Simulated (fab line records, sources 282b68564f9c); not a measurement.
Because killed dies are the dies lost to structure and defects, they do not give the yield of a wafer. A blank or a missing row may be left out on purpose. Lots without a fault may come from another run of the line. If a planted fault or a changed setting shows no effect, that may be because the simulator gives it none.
fab line records	flow rit-cmos
[record] lots = 7	wafers = 21	last-day = 7
route steps=202 shown PLDD@118 SPACER@125 NSD@131 PSD@142 SDANNEAL@153 SILICIDE@161 M1@202
lots with no fault: from the same line, run without faults
start-h: hours from the record's first day to the start of the lot's first wafer shown	wait-h: how many hours have passed since the lot's step before this one	" the same as in the row above	L1.1+2: a single row standing in for several wafers	- either no value or no given start	* or withheld: withheld	< > ~ a bound
route shown NAME@n: NAME is a module with steps in the file, n the number in the route of the first one	usual: mean and standard deviation over wafers with no fault	same: alike in all rows	chamber/n: place in a boat	sites: the reading at each site	_std_site: standard deviation of those values	_edge_site: mean of outer sites minus mean of inner sites	radius-mm: for every site, how far away it sits from the centre of the wafer	mask NAME#n: copy n	behind: the tool/chamber that last shaped the wafer	hold: what put the lot on hold/how long, in hours/how the hold closed	device: transistor that didn't switch, given as n, p or np	end of line: tests run on the same wafers once the route is complete	step lacking rows: just its recipe	killed: not the wafer's yield, but the dies lost to structure and defects at the first sort	map: a wafer's dies, x killed, . not, _ none there
set.NAME: the setting as run; set.NAME@STEP: as run at that earlier step	model.NAME: the simulator's own value behind a step, which no gauge read
a table for each step, a row for each wafer; lots at some steps of the route
services: the hour from which a tool's chamber was out of use, counted from the record's first day as start-h (under 0 if before that day), plus the number of hours and why
[[steps]]
[step RIT_PLDD_PEB_04]
[recipe] resist = NOVOLAK	temp-c = withheld	time-s = withheld
[step RIT_PLDD_DEVELOP_05]
[recipe] resist = NOVOLAK	develop-time-s = 50	dev-temp-c = 23
[step RIT_PLDD_OVL_MEAS_06]
[usual] PLDD_OVL = 0.8/1.4
lot.wafer	tool	chamber	start-h	wait-h	PLDD_OVL[nm]
L191.1	overlay-02	-	67.46	-	2.5
L191.4	"	-	"	"	2.2
L191.6	"	-	"	"	3.1
L199.1	overlay-02	-	118.46	-	2.4
L199.3	"	-	"	"	2.3
L199.6	"	-	"	"	1.2
L202.2	overlay-02	-	124.63	-	-1.8
L202.4	"	-	"	"	0.3
L202.5	"	-	"	"	-2.1
L204.2	overlay-01	-	127.96	-	0.3
L204.4	"	-	"	"	-1.9
L204.6	"	-	"	"	-1.2
L205.2	overlay-02	-	128.30	-	1.3
L205.4	"	-	"	"	3.5
L205.6	"	-	"	"	2.3
L207.2	overlay-01	-	138.28	-	-0.7
L207.3	"	-	"	"	0.8
L207.4	"	-	"	"	-1.0
L210.2	overlay-01	-	150.36	-	0.4
L210.4	"	-	"	"	-0.1
L210.6	"	-	"	"	0.1
[step RIT_PLDD_HARDBAKE_07]
[recipe] resist = NOVOLAK	temp-c = 140	time-s = 60
[step RIT_PLDD_IMPLANT_08]
[recipe] species = BF2	energy-kev = 20	dose-cm2 = 9e+14	tilt-deg = 7
[step RIT_PLDD_STRIP_09]
[recipe] chemistry = O2	time-s = 180	resist = NOVOLAK	platen-temp-c = withheld	power-w = 500	pressure-mtorr = 4000	o2-flow-sccm = 4000
[usual] drypump-motor-current-A = 5.5/0.54
lot.wafer	tool	chamber	start-h	wait-h	drypump-motor-current-A	rf-hours-counter-h
L191.1	plasma-asher-02	1	67.80	0.1	6.4	42
L191.4	"	1	"	"	6.4	-
L191.6	"	1	"	"	6.4	-
L199.1	plasma-asher-02	1	118.80	0.1	6.4	47
L199.3	"	1	"	"	6.4	-
L199.6	"	0	"	"	5.7	-
L202.2	plasma-asher-04	1	125.32	0.1	4.9	51
L202.4	"	0	"	"	5.5	-
L202.5	"	1	"	"	4.9	-
L204.2	plasma-asher-04	1	128.42	0.1	4.9	52
L204.4	"	1	"	"	4.9	-
L204.6	"	1	"	"	4.9	-
L205.2	plasma-asher-03	0	128.88	0.1	5.7	2
L205.4	"	0	"	"	5.7	-
L205.6	"	0	"	"	5.7	-
L207.2	plasma-asher-02	1	138.61	0.1	6.5	50
L207.3	"	0	"	"	5.7	-
L207.4	"	1	"	"	6.4	-
L210.2	plasma-asher-03	1	150.69	0.1	4.7	5
L210.4	"	0	"	"	5.7	-
L210.6	"	0	"	"	5.7	-
[step RIT_PLDD_TW_MEAS_10]
[usual] PLDD_TW = 2342/24
lot.wafer	tool	chamber	start-h	wait-h	PLDD_TW
L191.1	film-metro-01	-	67.97	0.1	2329
L191.4	"	-	"	"	2334
L191.6	"	-	"	"	2337
L199.1	film-metro-01	-	118.97	0.1	2315
L199.3	"	-	"	"	2319
L199.6	"	-	"	"	2329
L202.2	film-metro-02	-	125.51	0.1	2367
L202.4	"	-	"	"	2379
L202.5	"	-	"	"	2369
L204.2	film-metro-01	-	128.60	0.1	2321
L204.4	"	-	"	"	2322
L204.6	"	-	"	"	2312
L205.2	film-metro-03	-	129.07	0.1	2374
L205.4	"	-	"	"	2367
L205.6	"	-	"	"	2379
L207.2	film-metro-02	-	138.80	0.1	2379
L207.3	"	-	"	"	2375
L207.4	"	-	"	"	2379
L210.2	film-metro-01	-	150.88	0.1	2329
L210.4	"	-	"	"	2320
L210.6	"	-	"	"	2323
[step RIT_SPACER_CLEAN_00]
[recipe] chemistry = SC1	mix = 3:3:50	time-s = 600	temp-c = 75
[step RIT_SPACER_CLEAN_01]
[recipe] chemistry = dHF	dilution = 50:1	time-s = 30
[step RIT_SPACER_CLEAN_02]
[recipe] chemistry = SC2	mix = 3:3:50	time-s = 600	temp-c = 75	dry = n2-spin
[step RIT_SPACER_CVD_03]
[recipe] material = Si3N4	target-thk-nm = 250	temp-c = 810	precursor = SiH2Cl2/NH3	time-s = 3300	pressure-mtorr = 300	sih2cl2-flow-sccm = 60	nh3-flow-sccm = 150
[step RIT_SPACER_THK_MEAS_04]
[recipe] reads = Si3N4_of_SPACER_CVD_03
[usual] SPACER_NITRIDE_THK = 250.5/2.9
lot.wafer	tool	chamber	start-h	wait-h	SPACER_NITRIDE_THK[nm]
L191.1	film-metro-04	-	70.32	0.0	250.7
L191.4	"	-	"	"	250.0
L191.6	"	-	"	"	249.7
L199.1	film-metro-04	-	122.25	0.0	251.7
L199.3	"	-	"	"	251.3
L199.6	"	-	"	"	249.2
L202.2	film-metro-02	-	128.22	0.0	257.5
L202.4	"	-	"	"	258.9
L202.5	"	-	"	"	254.9
L204.2	film-metro-01	-	131.39	0.0	250.9
L204.4	"	-	"	"	251.2
L204.6	"	-	"	"	252.3
L205.2	film-metro-01	-	131.79	0.0	248.3
L205.4	"	-	"	"	249.5
L205.6	"	-	"	"	250.2
L207.2	film-metro-01	-	141.14	0.0	246.3
L207.3	"	-	"	"	246.3
L207.4	"	-	"	"	247.4
L210.2	film-metro-04	-	153.22	0.0	250.0
L210.4	"	-	"	"	249.4
L210.6	"	-	"	"	250.2
[step RIT_SPACER_ETCHBACK_05]
[recipe] target-depth-a = 2500	SF6_flow_sccm = 30	CHF3_flow_sccm = 30	target = Si3N4	chemistry = SF6/CHF3	pressure-mtorr = 40	rf-w = 250	time-s = 240	stop-on = SiO2
[usual] CHF3_flow_sccm = 29.99/0.1	drypump-motor-current-A = 5.6/0.5	oes-product-au = 0.835/0.012	run-length-s = 268.3/0.38	throttle-valve-pct = 10.34/0.15
lot.wafer	tool	chamber	start-h	wait-h	CHF3_flow_sccm	drypump-motor-current-A	oes-product-au	rf-hours-counter-h	run-length-s	throttle-valve-pct	model.poly-Si_of_GATE_CVD_08.thk-nm	model.Si3N4_of_SPACER_CVD_03.thk-nm	model.SiO2_of_FOX2_OXIDATION_00.thk-nm
L191.1	rie-diel-01	3	70.38	0.1	30.15	6.0	0.836	12	267.8	10.24	170.3	197.2	173.1
L191.4	"	2	"	"	29.92	6.4	0.839	6	268.4	10.37	171.1	197.7	179.1
L191.6	"	0	"	"	30.10	5.7	0.841	-	268.5	10.05	170.3	196.9	177
L199.1	rie-diel-03	3	122.31	0.1	30.18	4.7	0.821	5	268.2	10.18	171.2	197.6	175.6
L199.3	"	1	"	"	30.06	5.6	0.844	100	268.8	10.52	170.7	197.9	172.6
L199.6	"	3	"	"	30.17	4.7	0.812	-	268.6	10.18	169.1	196	172.9
L202.2	rie-diel-03	1	128.27	0.0	29.90	5.6	0.679	100	364.7	10.45	143.8	181.1	159.9
L202.4	"	0	"	"	29.99	5.1	0.671	-	364.6	10.23	143.5	182.6	165.7
L202.5	"	0	"	"	29.98	5.1	0.671	-	364.4	10.22	142.3	179.7	162.3
L204.2	rie-diel-03	1	131.44	0.0	29.82	5.6	0.666	100	364.6	10.46	144.3	176	169.5
L204.4	"	1	"	"	29.98	5.6	0.677	-	364.6	10.46	143.6	176.8	167.1
L204.6	"	0	"	"	30.09	5.2	0.670	-	365.0	10.22	142.1	177.5	165
L205.2	rie-diel-01	3	131.84	0.0	29.90	6.0	0.833	13	267.7	10.21	167.6	195.1	185.3
L205.4	"	2	"	"	29.83	6.4	0.837	7	268.2	10.36	170.3	196.7	184.2
L205.6	"	3	"	"	29.90	6.0	0.838	-	268.1	10.23	168.4	196.3	186.2
L207.2	rie-diel-03	3	141.19	0.0	30.17	4.7	0.647	5	364.2	10.11	142.9	173	156.8
L207.3	"	1	"	"	30.16	5.6	0.661	101	364.6	10.45	142.1	173.2	165.6
L207.4	"	1	"	"	30.05	5.6	0.660	-	364.7	10.45	144.1	173.6	165.9
L210.2	rie-diel-04	0	153.27	0.0	30.01	6.3	0.846	4	267.7	10.61	167.5	196.3	173.3
L210.4	"	3	"	"	29.75	5.8	0.821	129	268.5	10.38	167	194.8	174.1
L210.6	"	3	"	"	29.87	5.8	0.826	-	268.1	10.39	168.1	195.1	173
[step RIT_NSD_HMDS_00]
[recipe] prime-time-s = 60	prime-temp-c = 140
[step RIT_NSD_COAT_01]
[recipe] resist = NOVOLAK	spin-rpm = 3250	resist-thk-nm = 1000
[step RIT_NSD_SOFTBAKE_02]
[recipe] resist = NOVOLAK	temp-c = 90	time-s = 60
[step RIT_NSD_EXPOSE_03]
[recipe] mask-id = M9	na = 0.57	target-cd-nm = 40700	dose-mj = 250
[step RIT_NSD_PEB_04]
[recipe] resist = NOVOLAK	temp-c = withheld	time-s = withheld
[step RIT_NSD_DEVELOP_05]
[recipe] resist = NOVOLAK	develop-time-s = 50	dev-temp-c = 23
[step RIT_NSD_OVL_MEAS_06]
[usual] NSD_OVL = -1.0/1.4
lot.wafer	tool	chamber	start-h	wait-h	NSD_OVL[nm]
L191.1	overlay-02	-	71.38	-	-0.8
L191.4	"	-	"	"	-1.7
L191.6	"	-	"	"	-2.5
L199.1	overlay-02	-	123.64	-	-0.3
L199.3	"	-	"	"	-0.5
L199.6	"	-	"	"	2.8
L202.2	overlay-01	-	129.67	-	1.0
L202.4	"	-	"	"	1.4
L202.5	"	-	"	"	1.0
L204.2	overlay-02	-	132.52	-	-1.1
L204.4	"	-	"	"	-1.7
L204.6	"	-	"	"	-3.2
L205.2	overlay-02	-	132.97	-	-3.0
L205.4	"	-	"	"	-0.7
L205.6	"	-	"	"	-3.2
L207.2	overlay-01	-	142.20	-	-0.7
L207.3	"	-	"	"	0.7
L207.4	"	-	"	"	0.0
L210.2	overlay-02	-	154.28	-	-0.9
L210.4	"	-	"	"	0.2
L210.6	"	-	"	"	-0.5
[step RIT_NSD_HARDBAKE_07]
[recipe] resist = NOVOLAK	temp-c = 140	time-s = 60
[step RIT_NSD_IMPLANT_08]
[recipe] species = P	energy-kev = 25	dose-cm2 = 1e+15	tilt-deg = 7
[step RIT_NSD_STRIP_09]
[recipe] chemistry = O2	time-s = 180	resist = NOVOLAK	platen-temp-c = withheld	power-w = 500	pressure-mtorr = 4000	o2-flow-sccm = 4000
[usual] drypump-motor-current-A = 5.8/0.46
lot.wafer	tool	chamber	start-h	wait-h	drypump-motor-current-A	rf-hours-counter-h
L191.1	plasma-asher-03	1	71.71	0.1	4.7	41
L191.4	"	0	"	"	5.7	-
L191.6	"	0	"	"	5.7	-
L199.1	plasma-asher-03	1	124.34	0.1	4.7	1
L199.3	"	0	"	"	5.7	-
L199.6	"	0	"	"	5.7	-
L202.2	plasma-asher-02	1	130.00	0.1	6.4	49
L202.4	"	0	"	"	5.7	-
L202.5	"	0	"	"	5.7	-
L204.2	plasma-asher-01	1	132.86	0.1	5.6	30
L204.4	"	0	"	"	6.0	-
L204.6	"	1	"	"	5.6	-
L205.2	plasma-asher-02	0	133.30	0.1	5.7	49
L205.4	"	1	"	"	6.4	-
L205.6	"	0	"	"	5.7	-
L207.2	plasma-asher-03	1	142.55	0.1	4.7	3
L207.3	"	0	"	"	5.7	-
L207.4	"	1	"	"	4.7	-
L210.2	plasma-asher-01	1	154.61	0.1	5.7	33
L210.4	"	0	"	"	6.0	-
L210.6	"	0	"	"	6.0	-
[step RIT_NSD_TW_MEAS_10]
[usual] NSD_TW = 3129/33
lot.wafer	tool	chamber	start-h	wait-h	NSD_TW
L191.1	film-metro-02	-	71.89	0.1	3163
L191.4	"	-	"	"	3151
L191.6	"	-	"	"	3182
L199.1	film-metro-03	-	124.51	0.1	3160
L199.3	"	-	"	"	3164
L199.6	"	-	"	"	3164
L202.2	film-metro-03	-	130.19	0.1	3160
L202.4	"	-	"	"	3166
L202.5	"	-	"	"	3159
L204.2	film-metro-03	-	133.05	0.1	3167
L204.4	"	-	"	"	3155
L204.6	"	-	"	"	3144
L205.2	film-metro-02	-	133.48	0.1	3148
L205.4	"	-	"	"	3145
L205.6	"	-	"	"	3134
L207.2	film-metro-03	-	142.74	0.1	3148
L207.3	"	-	"	"	3163
L207.4	"	-	"	"	3170
L210.2	film-metro-01	-	154.79	0.1	3087
L210.4	"	-	"	"	3082
L210.6	"	-	"	"	3091
[step RIT_PSD_HMDS_00]
[recipe] prime-time-s = 60	prime-temp-c = 140
[step RIT_PSD_COAT_01]
[recipe] resist = NOVOLAK	spin-rpm = 3250	resist-thk-nm = 1000
[step RIT_PSD_SOFTBAKE_02]
[recipe] resist = NOVOLAK	temp-c = 90	time-s = 60
[step RIT_PSD_EXPOSE_03]
[recipe] mask-id = M10	na = 0.57	target-cd-nm = 40900	dose-mj = 250
[step RIT_PSD_PEB_04]
[recipe] resist = NOVOLAK	temp-c = withheld	time-s = withheld
[step RIT_PSD_DEVELOP_05]
[recipe] resist = NOVOLAK	develop-time-s = 50	dev-temp-c = 23
[step RIT_PSD_OVL_MEAS_06]
[usual] PSD_OVL = -1.1/1.4
lot.wafer	tool	chamber	start-h	wait-h	PSD_OVL[nm]
L191.1	overlay-01	-	72.92	-	-1.6
L191.4	"	-	"	"	-0.7
L191.6	"	-	"	"	-1.2
L199.1	overlay-02	-	125.55	-	-1.8
L199.3	"	-	"	"	-1.2
L199.6	"	-	"	"	-0.2
L202.2	overlay-01	-	131.19	-	-0.8
L202.4	"	-	"	"	-0.2
L202.5	"	-	"	"	-0.7
L204.2	overlay-01	-	134.15	-	0.1
L204.4	"	-	"	"	-1.2
L204.6	"	-	"	"	-0.8
L205.2	overlay-01	-	134.89	-	-1.6
L205.4	"	-	"	"	-2.3
L205.6	"	-	"	"	-2.6
L207.2	overlay-02	-	143.77	-	-0.2
L207.3	"	-	"	"	-0.1
L207.4	"	-	"	"	0.6
L210.2	overlay-02	-	155.70	-	-3.2
L210.4	"	-	"	"	-2.8
L210.6	"	-	"	"	-2.5
[step RIT_PSD_HARDBAKE_07]
[recipe] resist = NOVOLAK	temp-c = 140	time-s = 60
[step RIT_PSD_IMPLANT_08]
[recipe] species = BF2	energy-kev = 27	dose-cm2 = 5e+15	tilt-deg = 7
[step RIT_PSD_STRIP_09]
[recipe] chemistry = O2	time-s = 180	resist = NOVOLAK	platen-temp-c = withheld	power-w = 500	pressure-mtorr = 4000	o2-flow-sccm = 4000
[usual] drypump-motor-current-A = 5.7/0.49
lot.wafer	tool	chamber	start-h	wait-h	drypump-motor-current-A	rf-hours-counter-h
L191.1	plasma-asher-04	0	73.26	0.1	5.5	45
L191.4	"	1	"	"	4.9	-
L191.6	"	1	"	"	4.9	-
L199.1	plasma-asher-04	1	125.96	0.1	4.9	52
L199.3	"	0	"	"	5.5	-
L199.6	"	0	"	"	5.5	-
L202.2	plasma-asher-04	1	131.55	0.1	4.9	53
L202.4	"	1	"	"	4.9	-
L202.5	"	0	"	"	5.6	-
L204.2	plasma-asher-01	0	134.75	0.1	6.0	30
L204.4	"	0	"	"	6.0	-
L204.6	"	0	"	"	6.0	-
L205.2	plasma-asher-02	0	135.34	0.1	5.7	50
L205.4	"	1	"	"	6.4	-
L205.6	"	1	"	"	6.4	-
L207.2	plasma-asher-01	0	144.10	0.1	6.0	32
L207.3	"	1	"	"	5.7	-
L207.4	"	0	"	"	6.0	-
L210.2	plasma-asher-04	0	156.15	0.1	5.6	56
L210.4	"	0	"	"	5.6	-
L210.6	"	0	"	"	5.5	-
[step RIT_PSD_TW_MEAS_10]
[usual] PSD_TW = 3446/32
lot.wafer	tool	chamber	start-h	wait-h	PSD_TW
L191.1	film-metro-03	-	73.43	0.1	3494
L191.4	"	-	"	"	3477
L191.6	"	-	"	"	3478
L199.1	film-metro-03	-	126.14	0.1	3466
L199.3	"	-	"	"	3464
L199.6	"	-	"	"	3441
L202.2	film-metro-01	-	131.73	0.1	3397
L202.4	"	-	"	"	3390
L202.5	"	-	"	"	3411
L204.2	film-metro-03	-	134.93	0.1	3470
L204.4	"	-	"	"	3455
L204.6	"	-	"	"	3461
L205.2	film-metro-02	-	135.52	0.1	3453
L205.4	"	-	"	"	3462
L205.6	"	-	"	"	3484
L207.2	film-metro-01	-	144.28	0.1	3389
L207.3	"	-	"	"	3385
L207.4	"	-	"	"	3393
L210.2	film-metro-02	-	156.33	0.1	3474
L210.4	"	-	"	"	3457
L210.6	"	-	"	"	3479
[step RIT_SDANNEAL_CLEAN_00]
[recipe] chemistry = SC1	mix = 3:3:50	time-s = 600	temp-c = 75
[step RIT_SDANNEAL_CLEAN_01]
[recipe] chemistry = dHF	dilution = 50:1	time-s = 30
[step RIT_SDANNEAL_CLEAN_02]
[recipe] chemistry = SC2	mix = 3:3:50	time-s = 600	temp-c = 75	dry = n2-spin
lot.wafer	tool	chamber	start-h	wait-h	model.poly-Si_of_GATE_CVD_08.thk-nm
L191.1+6	wet-bench-01	1	73.69	0.0	165.9
L191.4	"	1	"	"	166.7
L199.1	wet-bench-04	2	126.39	0.0	166.8
L199.3	"	2	"	"	166.2
L199.6	"	2	"	"	164.7
L202.2	wet-bench-01	1	131.99	0.0	139.5
L202.4	"	1	"	"	139.2
L202.5	"	1	"	"	138
L204.2	wet-bench-01	1	135.19	0.0	139.9
L204.4	"	1	"	"	139.3
L204.6	"	1	"	"	137.8
L205.2	wet-bench-02	2	135.93	0.0	163.3
L205.4	"	2	"	"	166
L205.6	"	2	"	"	164.1
L207.2	wet-bench-01	1	144.52	0.0	138.5
L207.3	"	1	"	"	137.7
L207.4	"	1	"	"	139.6
L210.2	wet-bench-02	3	156.59	0.0	163
L210.4	"	3	"	"	162.5
L210.6	"	3	"	"	163.6
[step RIT_SDANNEAL_RTA_03]
[recipe] temp-c = 1050	time-s = 5	idle-temp-c = 600	ramp-up-c-per-s = 342	ramp-down-c-per-s = 171	cool-to-c = 600	ambient = N2
[usual] wafer_temp_C_max = 1053.6/1.1
lot.wafer	tool	chamber	start-h	wait-h	wafer_temp_C_max
L191.1	rtp-anneal-01	0	73.86	0.0	1052.1
L191.4	"	0	"	"	1054.8
L191.6	"	0	"	"	1053.6
L199.1	rtp-anneal-02	0	126.56	0.0	1054.8
L199.3	"	0	"	"	1053.0
L199.6	"	0	"	"	1052.6
L202.2	rtp-anneal-01	0	132.20	0.0	1055.4
L202.4	"	0	"	"	1053.1
L202.5	"	0	"	"	1054.9
L204.2	rtp-anneal-02	0	135.39	0.0	1052.5
L204.4	"	0	"	"	1055.3
L204.6	"	0	"	"	1054.1
L205.2	rtp-anneal-01	0	136.15	0.0	1053.7
L205.4	"	0	"	"	1051.7
L205.6	"	0	"	"	1052.0
L207.2	rtp-anneal-02	0	144.71	0.0	1053.9
L207.3	"	0	"	"	1053.3
L207.4	"	0	"	"	1053.2
L210.2	rtp-anneal-02	0	156.79	0.0	1052.5
L210.4	"	0	"	"	1053.3
L210.6	"	0	"	"	1053.6
[step RIT_SDANNEAL_RS_MEAS_04]
[recipe] thk-meas-gauge = four-point-probe
[usual] PSD_RS = 115.79/0.26
lot.wafer	tool	chamber	start-h	wait-h	PSD_RS[ohm/sq]
L191.1	film-metro-02	-	73.92	0.0	116.22
L191.4	"	-	"	"	115.72
L191.6	"	-	"	"	115.89
L199.1	film-metro-01	-	126.62	0.0	115.51
L199.3	"	-	"	"	115.58
L199.6	"	-	"	"	115.41
L202.2	film-metro-01	-	132.32	0.1	115.81
L202.4	"	-	"	"	115.90
L202.5	"	-	"	"	115.62
L204.2	film-metro-01	-	135.46	0.1	116.12
L204.4	"	-	"	"	115.80
L204.6	"	-	"	"	115.83
L205.2	film-metro-03	-	136.22	0.1	116.02
L205.4	"	-	"	"	115.83
L205.6	"	-	"	"	116.01
L207.2	film-metro-01	-	144.78	0.1	115.75
L207.3	"	-	"	"	115.98
L207.4	"	-	"	"	115.68
L210.2	film-metro-03	-	156.86	0.1	116.16
L210.4	"	-	"	"	115.78
L210.6	"	-	"	"	116.18
[step RIT_SDANNEAL_RS_MEAS_05]
[recipe] thk-meas-gauge = four-point-probe
[usual] NSD_RS = 84.5/0.32
lot.wafer	tool	chamber	start-h	wait-h	NSD_RS[ohm/sq]
L191.1	film-metro-02	-	74.04	0.1	84.9
L191.4	"	-	"	"	85.0
L191.6	"	-	"	"	85.0
L199.1	film-metro-01	-	126.74	0.1	83.9
L199.3	"	-	"	"	84.4
L199.6	"	-	"	"	84.1
L202.2	film-metro-01	-	132.44	0.1	84.3
L202.4	"	-	"	"	84.1
L202.5	"	-	"	"	84.3
L204.2	film-metro-01	-	135.58	0.1	84.7
L204.4	"	-	"	"	84.5
L204.6	"	-	"	"	84.8
L205.2	film-metro-03	-	136.34	0.1	84.6
L205.4	"	-	"	"	84.8
L205.6	"	-	"	"	84.8
L207.2	film-metro-01	-	144.90	0.1	84.2
L207.3	"	-	"	"	84.3
L207.4	"	-	"	"	84.2
L210.2	film-metro-03	-	156.98	0.1	84.4
L210.4	"	-	"	"	84.4
L210.6	"	-	"	"	84.3
[step RIT_SDANNEAL_RS_MEAS_06]
[recipe] thk-meas-gauge = four-point-probe
[usual] PLDD_RS = 178.5/0.44
lot.wafer	tool	chamber	start-h	wait-h	PLDD_RS[ohm/sq]
L191.1	film-metro-02	-	74.16	0.1	178.8
L191.4	"	-	"	"	178.9
L191.6	"	-	"	"	178.7
L199.1	film-metro-01	-	126.86	0.1	178.0
L199.3	"	-	"	"	178.4
L199.6	"	-	"	"	178.3
L202.2	film-metro-01	-	132.56	0.1	178.7
L202.4	"	-	"	"	178.2
L202.5	"	-	"	"	178.2
L204.2	film-metro-01	-	135.70	0.1	179.2
L204.4	"	-	"	"	178.7
L204.6	"	-	"	"	178.7
L205.2	film-metro-03	-	136.46	0.1	178.7
L205.4	"	-	"	"	178.1
L205.6	"	-	"	"	178.3
L207.2	film-metro-01	-	145.02	0.1	178.2
L207.3	"	-	"	"	178.3
L207.4	"	-	"	"	178.1
L210.2	film-metro-03	-	157.10	0.1	179.0
L210.4	"	-	"	"	178.0
L210.6	"	-	"	"	178.0
[step RIT_SILICIDE_WET_ETCH_00]
[recipe] chemistry = BOE	target = SiO2	target-depth-nm = 14	time-s = 15	dry = n2-spin	dilution = 10:1	temp-c = 21.5
lot.wafer	tool	chamber	start-h	wait-h	model.Si3N4_of_SPACER_CVD_03.thk-nm	model.SiO2_of_FOX2_OXIDATION_00.thk-nm
L191.1	wet-bench-03	2	74.40	0.1	196	144.3
L191.4	"	2	"	"	196.5	150.3
L191.6	"	2	"	"	195.7	148.2
L199.1	wet-bench-03	0	127.10	0.1	196.5	147
L199.3	"	0	"	"	196.7	144
L199.6	"	0	"	"	194.8	144.3
L202.2	wet-bench-03	1	132.78	0.1	180	131.3
L202.4	"	1	"	"	181.4	137.1
L202.5	"	1	"	"	178.5	133.6
L204.2	wet-bench-03	1	135.92	0.1	174.9	140.7
L204.4	"	1	"	"	175.7	138.3
L204.6	"	1	"	"	176.3	136.2
L205.2	wet-bench-02	3	136.68	0.1	193.9	156.8
L205.4	"	3	"	"	195.5	155.7
L205.6	"	3	"	"	195.1	157.8
L207.2	wet-bench-01	3	145.24	0.1	171.8	128.6
L207.3	"	3	"	"	172	137.5
L207.4	"	3	"	"	172.5	137.8
L210.2	wet-bench-03	2	157.32	0.1	195.1	144.5
L210.4	"	2	"	"	193.6	145.3
L210.6	"	2	"	"	194	144.2
[step RIT_M1_PROBE_99]
[usual] killed-at-contacts = 0.1/0.23	killed-at-front-end = 6.7/2.9	killed-dies = 6.8/2.9	killed-open = 3.5/2.1	killed-short = 3.2/1.9
[same] gross-dies = 264	killed_at_M0_to_M3 = 0	killed_at_M4_up = 0	killed-at-back-side = 0	killed-at-other = 0
lot.wafer	tool	chamber	start-h	wait-h	killed-at-contacts	killed-at-front-end	killed-dies	killed-open	killed-short
L191.1	prober-02	-	81.34	0.1	0	8	8	4	3
L191.4	prober-02	-	81.49	0.2	1	11	12	5	6
L191.6	prober-02	-	81.59	0.2	0	12	12	7	4
L207.2	prober-01	-	152.51	0.1	0	7	7	2	5
L207.3	prober-01	-	152.56	0.2	0	14	14	9	5
L207.4	prober-01	-	152.61	0.2	0	3	3	2	1
L210.2	prober-01	-	164.44	0.1	0	5	5	1	4
L210.4	prober-01	-	164.54	0.2	0	6	6	3	3
L210.6	prober-01	-	164.64	0.2	0	4	4	1	3
// killed by level:class
L191.1 GATE:geometric-particle:open=2 REOX:geometric-particle:short=2 FOX2:geometric-particle:open=1 REOX:geometric-particle:open=1 SILICIDE:geometric-particle:short=1 NSD:coat-microbubble-printed=1
L191.4 GATE:geometric-particle:open=3 GATE:geometric-particle:short=3 SILICIDE:geometric-particle:short=2 FOX1:geometric-particle:open=1 SPACER:geometric-particle:short=1 SILICIDE:geometric-particle:open=1 CONTACT:coat-microbubble-printed=1
L191.6 FOX1:geometric-particle:open=3 GATE:geometric-particle:short=3 GATE:geometric-particle:open=3 SILICIDE:geometric-particle:open=1 SILICIDE:geometric-particle:short=1 NSD:coat-microbubble-printed=1
L207.2 GATE:geometric-particle:short=2 SPACER:geometric-particle:open=2 SILICIDE:geometric-particle:short=2 REOX:geometric-particle:short=1
L207.3 FOX2:geometric-particle:open=3 GATE:geometric-particle:short=3 GATE:geometric-particle:open=3 FOX1:geometric-particle:short=1 FOX1:geometric-particle:open=1 SPACER:geometric-particle:open=1 SPACER:geometric-particle:short=1 SILICIDE:geometric-particle:open=1
L207.4 GATE:geometric-particle:open=2 GATE:geometric-particle:short=1
L210.2 GATE:geometric-particle:short=4 GATE:geometric-particle:open=1
L210.4 GATE:geometric-particle:short=3 GATE:geometric-particle:open=2 SPACER:geometric-particle:open=1
L210.6 SPACER:geometric-particle:short=2 FOX1:geometric-particle:short=1 SPACER:geometric-particle:open=1
[[services]]
tool	chamber	start-h	hours	kind
rie-diel-03	0	50.22	8.6	repair
plasma-asher-01	-	52.31	4.0	repair
rie-diel-03	3	61.34	6.4	repair
plasma-asher-01	-	64.14	1.0	repair
rie-diel-03	-	74.32	0.6	repair
wet-bench-03	-	95.28	17.3	repair
plasma-asher-01	-	98.66	2.8	pm
rie-diel-03	2	105.74	6.5	repair
plasma-asher-03	-	108.88	9.0	pm
plasma-asher-03	0	108.88	9.0	vent-cycle
plasma-asher-03	1	108.88	9.0	vent-cycle
rie-diel-03	2	117.10	36.1	repair
plasma-asher-03	0	117.88	-	clean
plasma-asher-03	1	117.88	-	clean
rie-diel-03	3	127.65	10.4	repair
rie-diel-04	1	137.29	-	clean
rie-diel-04	1	137.29	15.5	scheduled-down
rie-diel-04	1	137.29	15.5	vent-cycle
rie-diel-04	2	139.74	10.5	repair
wet-bench-01	-	152.68	1.9	repair
wet-bench-04	-	155.71	1.9	pm
[[key]]
[first-sign] step = RIT_SPACER_ETCHBACK_05	reading = run-length-s	direction = up	sigmas = 99+	usual = *	struck = *
[effect] step = RIT_SPACER_ETCHBACK_05	reading = oes-product-au	direction = down	sigmas = 14	usual = 0.835	struck = 0.667
[model-effect] step = RIT_SPACER_ETCHBACK_05	value = poly-Si_of_GATE_CVD_08.thk-nm	without = 168.9	struck = 143.2
[model-effect] step = RIT_SDANNEAL_CLEAN_02	value = poly-Si_of_GATE_CVD_08.thk-nm	without = 164.5	struck = 138.8
[model-effect] step = RIT_SILICIDE_WET_ETCH_00	value = Si3N4_of_SPACER_CVD_03.thk-nm	without = 197.2	struck = 175.9
met-at RIT_SPACER_ETCHBACK_05
struck-wafers L202.2,L202.4,L202.5,L204.2,L204.4,L204.6,L207.2,L207.3,L207.4
tester-left-out L202,L204,L207
onset-between 122.31 128.27
[fault] kind = process-parameter-drift	tool = rie-diel-03	chamber = -	onset-h = 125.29	steps = RIT_SPACER_ETCHBACK_05	channel = time-s	offset = *	shape = step	end-h = 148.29	acts-in = *	stated = *
// tester-left-out: of these lots the tester's yield and bins aren't shown, on N5 and GAA mostly nor the transistor test; their killed dies are dies lost to structure and defects alone, not to doping, threshold or leakage, so they don't give the yield
